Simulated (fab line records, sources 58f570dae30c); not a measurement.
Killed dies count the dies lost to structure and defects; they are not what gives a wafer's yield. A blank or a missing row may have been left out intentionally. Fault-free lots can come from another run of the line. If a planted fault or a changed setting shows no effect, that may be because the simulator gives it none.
Split-lot study | flow berkeleyCmos170 | route with 331 steps; 5 lots, 23 wafers read

## THE SPLIT
At UCB170_PSD_IMPLANT_08, the setting energyKev was moved away from the recipe's 20 on 7 of the 23 wafers read, by -5.0% to +5.7%. The other wafers ran this setting at the recipe's value.

The split's own step is where the reading is taken.

## THE READING
In nm, at UCB170_PSD_IMPLANT_08: implant.drpNm, which is the simulator's own figure and was read by no gauge. There is no usual value for it anywhere in the file.

wafer  | tool, chamber at the split | energyKev as run | against the recipe | implant.drpNm, nm | against lot-mates on the recipe
L075.1 | implanter-03, 0            | 19               | -5.0%              | 27.34             | -1.00
L075.4 | implanter-03, 0            | 19               | -5.0%              | 27.34             | -1.00
L075.5 | implanter-03, 0            | 19               | -5.0%              | 27.34             | -1.00
L075.2 | implanter-03, 0            | 20               | recipe             | 28.34             | -
L075.3 | implanter-03, 0            | 20               | recipe             | 28.34             | -
L076.1 | implanter-03, 0            | 20               | recipe             | 28.34             | -
L076.2 | implanter-03, 0            | 20               | recipe             | 28.34             | -
L076.3 | implanter-03, 0            | 20               | recipe             | 28.34             | -
L076.4 | implanter-03, 0            | 20               | recipe             | 28.34             | -
L076.6 | implanter-03, 0            | 20               | recipe             | 28.34             | -
L079.1 | implanter-02, 0            | 20               | recipe             | 28.34             | -
L079.4 | implanter-02, 0            | 20               | recipe             | 28.34             | -
L079.6 | implanter-02, 0            | 20               | recipe             | 28.34             | -
L079.2 | implanter-02, 0            | 21.14            | +5.7%              | 29.64             | +1.30
L079.5 | implanter-02, 0            | 21.14            | +5.7%              | 29.64             | +1.30
L078.2 | implanter-01, 0            | 20               | recipe             | 28.34             | -
L078.4 | implanter-01, 0            | 20               | recipe             | 28.34             | -
L078.5 | implanter-01, 0            | 20               | recipe             | 28.34             | -
L082.1 | implanter-01, 0            | 20.67            | +3.4%              | 29.06             | +0.72
L082.2 | implanter-01, 0            | 20.67            | +3.4%              | 29.06             | +0.72
L082.3 | implanter-01, 0            | 20               | recipe             | 28.34             | -
L082.4 | implanter-01, 0            | 20               | recipe             | 28.34             | -
L082.6 | implanter-01, 0            | 20               | recipe             | 28.34             | -

FIT RESULTS
A straight line over all 23 wafers: implant.drpNm changes by +0.213 nm for each +1% of energyKev; r = +1.00; the points scatter about the line by 0.032 nm.
The same after taking each lot's own level away (the mean of its wafers on the recipe; 23 wafers): +0.213 nm for each +1%; r = +1.00; scatter 0.032 nm.
According to that fit, moving energyKev by its largest amount changes the reading by 1.2 nm.
The lots' own levels span 28.340 to 28.340 nm.
Hence the lot-to-lot level has little effect on the slope; both slopes agree.
Check: with one of the wafers moved furthest among these (+5.7%) left out of the fit, the line predicts +1.21 nm for it against its lot-mates. It came out at +1.3 nm against them.

## THE OTHER SPLITS THESE WAFERS WENT THROUGH
Note: prior to the reading, these wafers also went through further splits. Each is held against what the fit with the lots' levels taken away leaves over:
other split on the same wafers     | wafers away from the commonest value | r with implant.drpNm (lot level and that fit taken away)
UCB170_PWELL_CVD_05 tempC          | 18                                   | -0.20
UCB170_PWELL_IMPLANT_15 energyKev  | 9                                    | -0.27
UCB170_ACTIVE_OXIDATION_02 tempC   | 18                                   | +0.23
UCB170_ACTIVE_EXPOSE_10 doseMj     | 8                                    | -0.04
UCB170_SCREENOX_OXIDATION_01 tempC | 15                                   | -0.18
UCB170_NVT_IMPLANT_07 doseCm2      | 10                                   | +0.56
UCB170_PLDD_IMPLANT_09 doseCm2     | 9                                    | -0.25
UCB170_NLDD_PEB_04 pebTempC        | 11                                   | -0.07

## THE WHOLE CHAIN: every reading that the file lists as answering this split, in the file's order
step                  | what it does | reading                                                        | change (the file's fit)               | r (the file's)
UCB170_PSD_IMPLANT_08 |              | implant.rpNm (the simulator's own value, which no gauge read)  | +0.657 nm for each +1% of the setting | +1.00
UCB170_PSD_IMPLANT_08 |              | implant.drpNm (the simulator's own value, which no gauge read) | +0.216 nm for each +1% of the setting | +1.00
UCB170_PSD_STRIP_09   | strips in O2 | stripTimeToEndpointS                                           | withheld for each +1% of the setting  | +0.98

## FILE'S OWN FIT
implant.drpNm changes by +0.216 nm for each +1% of energyKev, r = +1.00.
